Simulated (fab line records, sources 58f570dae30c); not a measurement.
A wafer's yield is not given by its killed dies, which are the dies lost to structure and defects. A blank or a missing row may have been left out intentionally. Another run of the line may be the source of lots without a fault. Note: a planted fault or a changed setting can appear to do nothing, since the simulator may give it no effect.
Chamber matching | flow berkeley_cmos170 | 3 sister chambers for UCB170_SPACER_CVD_00 on pecvd-02
The step deposits SiO2 from TEOS/O2, target thk 376 nm, time 47 s. 3 wafers are shown with their chamber, then 7 later ones without.

EACH WAFER AND ITS CHAMBER
wafer  | chamber | heater_power_w (W)
L701.5 | 0       | 368
L702.1 | 1       | 221
L702.2 | 2       | 445

WAFERS WITHOUT THEIR CHAMBER
wafer  | heater_power_w (W)
L702.6 | 323
L704.1 | 250
L704.3 | 313
L704.5 | 405
L705.1 | 246
L705.3 | 168
L705.5 | 187

WHICH CHAMBER EACH ONE RAN IN
wafer  | from the rows above          | in truth
L702.6 | can't be placed: 0 or 1 or 2 | 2
L704.1 | 1                            | 1
L704.3 | can't be placed: 0 or 1 or 2 | 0
L704.5 | can't be placed: 0 or 2      | 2
L705.1 | 1                            | 1
L705.3 | 1                            | 1
L705.5 | 1                            | 1
4 of 7 placed correctly. Unplaceable from these rows: 3, with the true chamber sitting among the candidates in 3. Wrongly placed: 0.
How it was worked out, from the rows above alone: a wafer's distance from a chamber is the root of the sum, over the readings, of the square of ((its reading less the chamber's mean) divided by the reading's scatter). The wafer belongs to the nearest chamber; if the next one is less than 2 further off, it can't be placed. A chamber's mean is the mean of its shown wafers. The scatter: with one shown wafer a chamber, the root of the mean of the squares of how far each hidden wafer lies from its nearest shown one.
